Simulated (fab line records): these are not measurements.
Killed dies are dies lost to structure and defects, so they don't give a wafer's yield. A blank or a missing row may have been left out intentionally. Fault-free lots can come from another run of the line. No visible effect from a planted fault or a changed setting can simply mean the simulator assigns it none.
fab line records | flow ritCmos | part 2 of 2: steps 36 to 45 of 45
record: lots: 5 | wafers: 15 | lastDay: 7
route steps=202 shown PLDD@117 SPACER@125 NSD@131 PSD@142 SDANNEAL@153 NLDD@160 SILICIDE@161
lots that met no fault: taken from a fault-free run of the same line
startH: hours from the record's first day to the start of the lot's first wafer shown | waitH: hours elapsed since this lot's preceding step | " identical to the entry in the row above | L1.1+2: a row that stands for several wafers | - no value, or no start given | * or withheld: withheld | < > ~ a bound
route shown NAME@n: a module of which the file shows steps, and the number in the route of the first | usual: average and standard deviation across the fault-free wafers | same: alike in all rows | chamber/n: place in a boat | sites: each site's reading | _std_site: standard deviation of those values | _edge_site: inner sites' mean taken away from outer sites' mean | radiusMm: how far each site lies from the wafer's centre | mask NAME#n: copy n | behind: the tool/chamber that last shaped the wafer | hold: what put the lot on hold/how long, in hours/how the hold closed | device: transistor that didn't switch, given as n, p or np | end of line: the same wafers' tests at the end of the route | where a step has no rows: the recipe by itself | killed: at the first sort, the dies lost to defects and structure; wafer yield is something else | map: shows each die of a wafer: x if killed, . if not, _ if none is there
set.NAME: the setting as run; set.NAME@STEP: as run at that earlier step | model.NAME: the simulator's own value behind a step, which no gauge read
lots at selected steps of the route; one table per step, one row per wafer
services: a tool's chamber out of use, with start hour (startH, from the record's first day; less than 0 if before it), hours out, and reason
== steps ==
step: RIT_PSD_TW_MEAS_10
usual: PSD_TW: 3429/20
lot.wafer | tool         | chamber | startH | waitH | PSD_TW
L076.2    | filmMetro-01 | -       | 59.18  | 0.1   | 3502
L076.4    | "            | -       | "      | "     | 3463
L076.6    | "            | -       | "      | "     | 3468
L077.1    | filmMetro-04 | -       | 63.44  | 0.1   | 3430
L077.4    | "            | -       | "      | "     | 3421
L077.6    | "            | -       | "      | "     | 3435
L086.1    | filmMetro-03 | -       | 109.20 | 0.1   | 3393
L086.2    | "            | -       | "      | "     | 3388
L086.6    | "            | -       | "      | "     | 3391
L087.1    | filmMetro-04 | -       | 115.02 | 0.1   | 3424
L087.4    | "            | -       | "      | "     | 3432
L087.6    | "            | -       | "      | "     | 3439
L095.1    | filmMetro-01 | -       | 153.27 | 0.1   | 3434
L095.5    | "            | -       | "      | "     | 3424
L095.6    | "            | -       | "      | "     | 3408
step: RIT_SDANNEAL_CLEAN_00
recipe: chemistry: SC1 | mix: 3:3:50 | timeS: 600 | tempC: 75
usual: bathHeatDutyPct: 16.4/1.7
lot.wafer | tool        | chamber | startH | waitH | bathHeatDutyPct
L076.2    | wetBench-01 | 0       | 59.23  | 0.0   | 16.3
L076.4    | "           | 0       | "      | "     | 17.6
L076.6    | "           | 0       | "      | "     | 17.4
L077.1    | wetBench-04 | 3       | 63.50  | 0.1   | 14.5
L077.4    | "           | 3       | "      | "     | 15.0
L077.6    | "           | 3       | "      | "     | 15.7
L086.1    | wetBench-03 | 3       | 109.26 | 0.1   | 14.1
L086.2    | "           | 3       | "      | "     | 15.1
L086.6    | "           | 3       | "      | "     | 15.2
L087.1    | wetBench-03 | 0       | 115.08 | 0.1   | 15.1
L087.4    | "           | 0       | "      | "     | 14.6
L087.6    | "           | 0       | "      | "     | 15.1
L095.1    | wetBench-01 | 2       | 153.33 | 0.1   | 17.2
L095.5    | "           | 2       | "      | "     | 15.6
L095.6    | "           | 2       | "      | "     | 16.4
step: RIT_SDANNEAL_CLEAN_01
recipe: chemistry: dHF | dilution: 50:1 | timeS: 30
lot.wafer  | tool        | chamber | startH | waitH
L076.2+4+6 | wetBench-03 | 0       | 59.43  | 0.0
L077.1+4+6 | wetBench-03 | 2       | 63.69  | 0.0
L086.1+2+6 | wetBench-01 | 1       | 109.43 | 0.0
L087.1+4+6 | wetBench-01 | 0       | 115.27 | 0.0
L095.1+5+6 | wetBench-03 | 0       | 153.51 | 0.0
step: RIT_SDANNEAL_CLEAN_02
recipe: chemistry: SC2 | mix: 3:3:50 | timeS: 600 | tempC: 75 | dry: n2Spin
usual: bathHeatDutyPct: 16.1/1.5
lot.wafer | tool        | chamber | startH | waitH | bathHeatDutyPct
L076.2    | wetBench-04 | 3       | 59.44  | 0.0   | 15.1
L076.4    | "           | 3       | "      | "     | 12.6
L076.6    | "           | 3       | "      | "     | 14.2
L077.1    | wetBench-01 | 1       | 63.71  | 0.0   | 17.8
L077.4    | "           | 1       | "      | "     | 17.7
L077.6    | "           | 1       | "      | "     | 18.6
L086.1    | wetBench-04 | 3       | 109.45 | 0.0   | 15.6
L086.2    | "           | 3       | "      | "     | 14.4
L086.6    | "           | 3       | "      | "     | 14.4
L087.1    | wetBench-03 | 0       | 115.29 | 0.0   | 14.4
L087.4    | "           | 0       | "      | "     | 15.6
L087.6    | "           | 0       | "      | "     | 14.1
L095.1    | wetBench-01 | 1       | 153.52 | 0.0   | 19.5
L095.5    | "           | 1       | "      | "     | 18.6
L095.6    | "           | 1       | "      | "     | 19.8
step: RIT_SDANNEAL_RTA_03
recipe: tempC: 1050 | timeS: 5 | idleTempC: 600 | rampUpCPerS: 342 | rampDownCPerS: 171 | coolToC: 600 | ambient: N2
usual: wafer_temp_C_max: 1053.6/1.2
lot.wafer | tool         | chamber | startH | waitH | wafer_temp_C_max
L076.2    | rtpAnneal-01 | 0       | 59.64  | 0.0   | 1054.4
L076.4    | "            | 0       | "      | "     | 1052.4
L076.6    | "            | 0       | "      | "     | 1053.8
L077.1    | rtpAnneal-02 | 0       | 63.90  | 0.0   | 1052.2
L077.4    | "            | 0       | "      | "     | 1055.0
L077.6    | "            | 0       | "      | "     | 1053.7
L086.1    | rtpAnneal-01 | 0       | 109.63 | 0.0   | 1051.7
L086.2    | "            | 0       | "      | "     | 1052.2
L086.6    | "            | 0       | "      | "     | 1052.9
L087.1    | rtpAnneal-02 | 0       | 115.48 | 0.0   | 1054.0
L087.4    | "            | 0       | "      | "     | 1052.8
L087.6    | "            | 0       | "      | "     | 1054.3
L095.1    | rtpAnneal-02 | 0       | 153.70 | 0.0   | 1053.2
L095.5    | "            | 0       | "      | "     | 1054.3
L095.6    | "            | 0       | "      | "     | 1055.5
step: RIT_SDANNEAL_RS_MEAS_04
recipe: thkMeasGauge: four-point-probe
usual: PSD_RS: 115.78/0.25
lot.wafer | tool         | chamber | startH | waitH | PSD_RS[ohm/sq]
L076.2    | filmMetro-03 | -       | 59.71  | 0.1   | 115.88
L076.4    | "            | -       | "      | "     | 115.67
L076.6    | "            | -       | "      | "     | 115.59
L077.1    | filmMetro-04 | -       | 63.96  | 0.0   | 115.79
L077.4    | "            | -       | "      | "     | 115.95
L077.6    | "            | -       | "      | "     | 115.65
L086.1    | filmMetro-03 | -       | 109.69 | 0.0   | 115.61
L086.2    | "            | -       | "      | "     | 115.67
L086.6    | "            | -       | "      | "     | 115.62
L087.1    | filmMetro-03 | -       | 115.53 | 0.0   | 115.36
L087.4    | "            | -       | "      | "     | 115.80
L087.6    | "            | -       | "      | "     | 115.37
L095.1    | filmMetro-03 | -       | 153.76 | 0.0   | 115.81
L095.5    | "            | -       | "      | "     | 116.10
L095.6    | "            | -       | "      | "     | 115.84
step: RIT_SDANNEAL_RS_MEAS_05
recipe: thkMeasGauge: four-point-probe
usual: NSD_RS: 84.5/0.32
lot.wafer | tool         | chamber | startH | waitH | NSD_RS[ohm/sq]
L076.2    | filmMetro-03 | -       | 59.83  | 0.1   | 83.9
L076.4    | "            | -       | "      | "     | 83.9
L076.6    | "            | -       | "      | "     | 83.9
L077.1    | filmMetro-04 | -       | 64.08  | 0.1   | 84.8
L077.4    | "            | -       | "      | "     | 84.7
L077.6    | "            | -       | "      | "     | 84.3
L086.1    | filmMetro-03 | -       | 109.81 | 0.1   | 84.1
L086.2    | "            | -       | "      | "     | 84.5
L086.6    | "            | -       | "      | "     | 84.4
L087.1    | filmMetro-03 | -       | 115.65 | 0.1   | 84.2
L087.4    | "            | -       | "      | "     | 84.4
L087.6    | "            | -       | "      | "     | 84.2
L095.1    | filmMetro-03 | -       | 153.88 | 0.1   | 84.8
L095.5    | "            | -       | "      | "     | 84.9
L095.6    | "            | -       | "      | "     | 85.2
step: RIT_SDANNEAL_RS_MEAS_06
recipe: thkMeasGauge: four-point-probe
usual: PLDD_RS: 178.5/0.44
lot.wafer | tool         | chamber | startH | waitH | PLDD_RS[ohm/sq]
L076.2    | filmMetro-03 | -       | 59.95  | 0.1   | 178.3
L076.4    | "            | -       | "      | "     | 178.2
L076.6    | "            | -       | "      | "     | 178.5
L077.1    | filmMetro-04 | -       | 64.20  | 0.1   | 178.8
L077.4    | "            | -       | "      | "     | 178.5
L077.6    | "            | -       | "      | "     | 178.0
L086.1    | filmMetro-03 | -       | 109.93 | 0.1   | 178.2
L086.2    | "            | -       | "      | "     | 178.6
L086.6    | "            | -       | "      | "     | 179.0
L087.1    | filmMetro-03 | -       | 115.77 | 0.1   | 178.6
L087.4    | "            | -       | "      | "     | 178.1
L087.6    | "            | -       | "      | "     | 178.2
L095.1    | filmMetro-03 | -       | 154.00 | 0.1   | 179.6
L095.5    | "            | -       | "      | "     | 180.0
L095.6    | "            | -       | "      | "     | 179.6
step: RIT_SDANNEAL_RS_MEAS_07
recipe: thkMeasGauge: four-point-probe
usual: NLDD_RS: 151.4/0.56
lot.wafer | tool         | chamber | startH | waitH | NLDD_RS[ohm/sq]
L076.2    | filmMetro-03 | -       | 60.07  | 0.1   | 151.3
L076.4    | "            | -       | "      | "     | 151.6
L076.6    | "            | -       | "      | "     | 151.2
L077.1    | filmMetro-04 | -       | 64.32  | 0.1   | 151.7
L077.4    | "            | -       | "      | "     | 151.4
L077.6    | "            | -       | "      | "     | 150.8
L086.1    | filmMetro-03 | -       | 110.05 | 0.1   | 151.1
L086.2    | "            | -       | "      | "     | 151.3
L086.6    | "            | -       | "      | "     | 152.1
L087.1    | filmMetro-03 | -       | 115.89 | 0.1   | 150.3
L087.4    | "            | -       | "      | "     | 150.6
L087.6    | "            | -       | "      | "     | 150.4
L095.1    | filmMetro-03 | -       | 154.12 | 0.1   | 152.1
L095.5    | "            | -       | "      | "     | 151.8
L095.6    | "            | -       | "      | "     | 151.7
step: RIT_SILICIDE_WET_ETCH_00
recipe: chemistry: BOE | target: SiO2 | targetDepthNm: 14 | timeS: 15 | dry: n2Spin | dilution: 10:1 | tempC: 21.5
usual: bathHeatDutyPct: 1.7/0.36
lot.wafer | tool        | chamber | startH | waitH | bathHeatDutyPct
L076.2    | wetBench-02 | 3       | 60.17  | 0.1   | 1.2
L076.4    | "           | 3       | "      | "     | 1.6
L076.6    | "           | 3       | "      | "     | 1.7
L077.1    | wetBench-02 | 0       | 64.44  | 0.1   | 1.7
L077.4    | "           | 0       | "      | "     | 1.8
L077.6    | "           | 0       | "      | "     | 2.3
L086.1    | wetBench-01 | 1       | 110.17 | 0.1   | 2.4
L086.2    | "           | 1       | "      | "     | 2.6
L086.6    | "           | 1       | "      | "     | 1.4
L087.1    | wetBench-04 | 0       | 116.01 | 0.1   | 2.0
L087.4    | "           | 0       | "      | "     | 2.0
L087.6    | "           | 0       | "      | "     | 2.0
L095.1    | wetBench-01 | 1       | 154.24 | 0.1   | 2.3
L095.5    | "           | 1       | "      | "     | 2.2
L095.6    | "           | 1       | "      | "     | 2.2
== services ==
tool            | chamber | startH | hours | kind
plasmaAsher-04  | -       | 30.02  | 10.5  | repair
rieDiel-04      | -       | 38.62  | 1.4   | repair
ilineStepper-01 | 0       | 42.21  | -     | calibration
ilineStepper-01 | -       | 45.80  | 2.1   | pm
ilineStepper-01 | -       | 47.88  | -     | consumableReplace:lamp
plasmaAsher-01  | -       | 48.14  | 0.6   | repair
ilineStepper-01 | -       | 48.14  | 11.8  | repair
rieDiel-01      | 3       | 50.59  | 8.4   | repair
rieDiel-01      | 3       | 59.00  | -     | clean
rieDiel-01      | 3       | 59.00  | 19.1  | scheduledDown
rieDiel-01      | 3       | 59.00  | 19.1  | ventCycle
rieDiel-04      | 2       | 75.73  | 3.9   | repair
rieDiel-04      | -       | 85.46  | 1.3   | repair
rieDiel-04      | 3       | 100.90 | 8.7   | repair
wetBench-02     | -       | 101.45 | 57.3  | repair
implanter-04    | -       | 102.91 | 4.7   | pm
plasmaAsher-01  | -       | 108.75 | 9.0   | pm
ilineStepper-02 | -       | 110.06 | 4.4   | repair
plasmaAsher-01  | -       | 111.80 | 4.2   | repair
ilineStepper-01 | -       | 123.65 | 1.7   | pm
ilineStepper-01 | -       | 126.06 | 9.4   | repair
rieDiel-04      | -       | 131.15 | 0.5   | repair
rieDiel-01      | 2       | 134.59 | 16.3  | repair
implanter-01    | -       | 153.90 | 4.2   | repair
